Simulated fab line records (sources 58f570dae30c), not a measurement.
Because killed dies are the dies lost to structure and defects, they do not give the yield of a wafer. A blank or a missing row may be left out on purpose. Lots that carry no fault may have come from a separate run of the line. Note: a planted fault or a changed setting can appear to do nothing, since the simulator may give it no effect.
What tool caused it? + flow berkeley_cmos170 + 39 wafers from 13 lots sampled at 4 of the route's 331 steps

## WHAT THE GAUGES READ, wafer by wafer
UCB170_V2_CD_MEAS_90: target cd 700 nm.
| lot  | measured     | on        | cd_nm (nm)        |
|------|--------------|-----------|-------------------|
| L653 | day 9 13:13  | cd_sem-01 | 698.4 701.4 700.4 |
| L654 | day 10 18:25 | cd_sem-01 | 698.9 698.8 699.2 |
| L657 | day 10 19:07 | cd_sem-01 | 698.8 699.6 698.3 |
| L655 | day 10 18:40 | cd_sem-02 | 698.9 700.7 699.7 |
| L658 | day 11 05:21 | cd_sem-01 | 701.4 701.6 698.2 |
| L659 | day 11 05:12 | cd_sem-02 | 699.2 698.2 700.7 |
| L661 | day 11 23:37 | cd_sem-01 | 699.5 699.7 698.6 |
| L660 | day 11 19:58 | cd_sem-02 | 697.4 699.5 700.7 |
| L662 | day 11 22:10 | cd_sem-02 | 699.0 697.6 700.0 |
| L667 | day 13 15:58 | cd_sem-01 | 702.1 700.5 699.5 |
| L668 | day 13 15:41 | cd_sem-02 | 697.2 695.4 697.6 |
| L669 | day 14 04:30 | cd_sem-01 | 699.9 698.2 698.6 |
| L671 | day 14 11:31 | cd_sem-01 | 702.2 702.6 702.0 |

UCB170_M3_CD_MEAS_90: target cd 700 nm.
| lot  | measured     | on        | cd_nm (nm)  |
|------|--------------|-----------|-------------|
| L653 | day 9 15:55  | cd_sem-02 | 694 699 695 |
| L654 | day 10 23:35 | cd_sem-02 | 703 701 701 |
| L657 | day 11 00:11 | cd_sem-02 | 706 701 706 |
| L655 | day 10 23:52 | cd_sem-01 | 704 699 703 |
| L658 | day 11 07:59 | cd_sem-01 | 703 705 698 |
| L659 | day 11 07:43 | cd_sem-01 | 706 703 705 |
| L661 | day 12 03:37 | cd_sem-02 | 701 702 705 |
| L660 | day 11 23:38 | cd_sem-02 | 702 701 704 |
| L662 | day 12 03:20 | cd_sem-02 | 702 702 703 |
| L667 | day 13 18:41 | cd_sem-02 | 700 699 696 |
| L668 | day 13 18:26 | cd_sem-01 | 704 702 703 |
| L669 | day 14 07:53 | cd_sem-01 | 699 699 701 |
| L671 | day 14 15:05 | cd_sem-01 | 699 701 704 |

## EACH LOT AND THE TOOL THAT RAN IT (in order: tool; ch and the chambers of the sampled wafers; start)
| lot  | UCB170_SACOX_CLEAN_00           | UCB170_V2_ETCH_14                  |
|------|---------------------------------|------------------------------------|
| L653 | wet_bench-01 ch 0, day 6 16:48  | rie_diel-03 ch 0,2, day 9 12:55    |
| L654 | wet_bench-02 ch 0, day 7 09:22  | rie_diel-01 ch 0,1,3, day 10 18:05 |
| L657 | wet_bench-01 ch 1, day 7 17:13  | rie_diel-01 ch 0,2, day 10 18:50   |
| L655 | wet_bench-01 ch 0, day 7 17:15  | rie_diel-04 ch 0,2,3, day 10 18:21 |
| L658 | wet_bench-01 ch 1, day 8 01:35  | rie_diel-03 ch 0,3, day 11 05:04   |
| L659 | wet_bench-01 ch 1, day 8 01:35  | rie_diel-04 ch 1,2, day 11 04:55   |
| L661 | wet_bench-01 ch 3, day 8 17:10  | rie_diel-03 ch 0,1, day 11 23:17   |
| L660 | wet_bench-02 ch 2, day 8 17:11  | rie_diel-04 ch 1,2,3, day 11 19:41 |
| L662 | wet_bench-02 ch 2, day 8 17:11  | rie_diel-01 ch 0,1,2, day 11 21:52 |
| L667 | wet_bench-01 ch 1, day 10 00:04 | rie_diel-04 ch 0,2,3, day 13 15:40 |
| L668 | wet_bench-01 ch 2, day 10 00:04 | rie_diel-01 ch 0,2,3, day 13 15:24 |
| L669 | wet_bench-01 ch 1, day 10 08:41 | rie_diel-01 ch 0,1,2, day 14 04:11 |
| L671 | wet_bench-03 ch 2, day 10 21:22 | rie_diel-04 ch 2,3, day 14 11:14   |
- UCB170_SACOX_CLEAN_00: cleans in dHF, time 7.5 s.
- UCB170_V2_ETCH_14: etches SiO2 in CHF3/CF4/Ar, stops on Al, target depth 1250 nm, time 291 s.

## WHAT THE TOOLS THEMSELVES READ (means of the sampled wafers that have a number; where no wafer has one, the mark that the record gives instead)
UCB170_V2_ETCH_14.
| lot  | tool        | drypump_motor_current_A (A) | oes_product_au (a.u.) | throttle_valve_pct (%) |
|------|-------------|-----------------------------|-----------------------|------------------------|
| L653 | rie_diel-03 | 5.4                         | 0.869                 | 6.86                   |
| L654 | rie_diel-01 | 6.0                         | 0.859                 | 6.86                   |
| L657 | rie_diel-01 | 5.4                         | 0.882                 | 6.80                   |
| L655 | rie_diel-04 | 5.8                         | 0.881                 | 6.92                   |
| L658 | rie_diel-03 | 5.4                         | 0.853                 | 6.84                   |
| L659 | rie_diel-04 | 5.7                         | 0.886                 | 6.95                   |
| L661 | rie_diel-03 | 5.9                         | 0.873                 | 6.95                   |
| L660 | rie_diel-04 | 5.6                         | 0.877                 | 6.94                   |
| L662 | rie_diel-01 | 5.7                         | 0.870                 | 6.81                   |
| L667 | rie_diel-04 | 5.8                         | 0.879                 | 6.92                   |
| L668 | rie_diel-01 | 5.6                         | 0.866                 | 6.83                   |
| L669 | rie_diel-01 | 5.7                         | 0.865                 | 6.82                   |
| L671 | rie_diel-04 | 5.7                         | 0.887                 | 6.97                   |

## THE ANSWER, worked out from the rows above alone
Rule: the usual values come from the lots themselves. Put in order of their means at a reading, lots are off if they are a third of the lots or fewer, leave a main group of 4 or more, and stand apart from it by a gap of 3 or more times the standard deviation of the main group's means; of several such gaps the widest counts. A main group is skipped when, at the precision printed for the reading in the tables above, its means are all equal. A lot without any number at a reading at which 4 lots or more have one is off too. Any other lot the step has rows for is counted as sound. The gauges are gone through in route order, then the tools' own readings, and for those a lot's mean is taken as printed above. At the first step where some lot is off, the reading lying furthest off is the one used; lots without a number count as furthest.
None of the lots is off at any reading shown; this tells nothing.

## WHAT THE SIMULATOR HAD PUT IN
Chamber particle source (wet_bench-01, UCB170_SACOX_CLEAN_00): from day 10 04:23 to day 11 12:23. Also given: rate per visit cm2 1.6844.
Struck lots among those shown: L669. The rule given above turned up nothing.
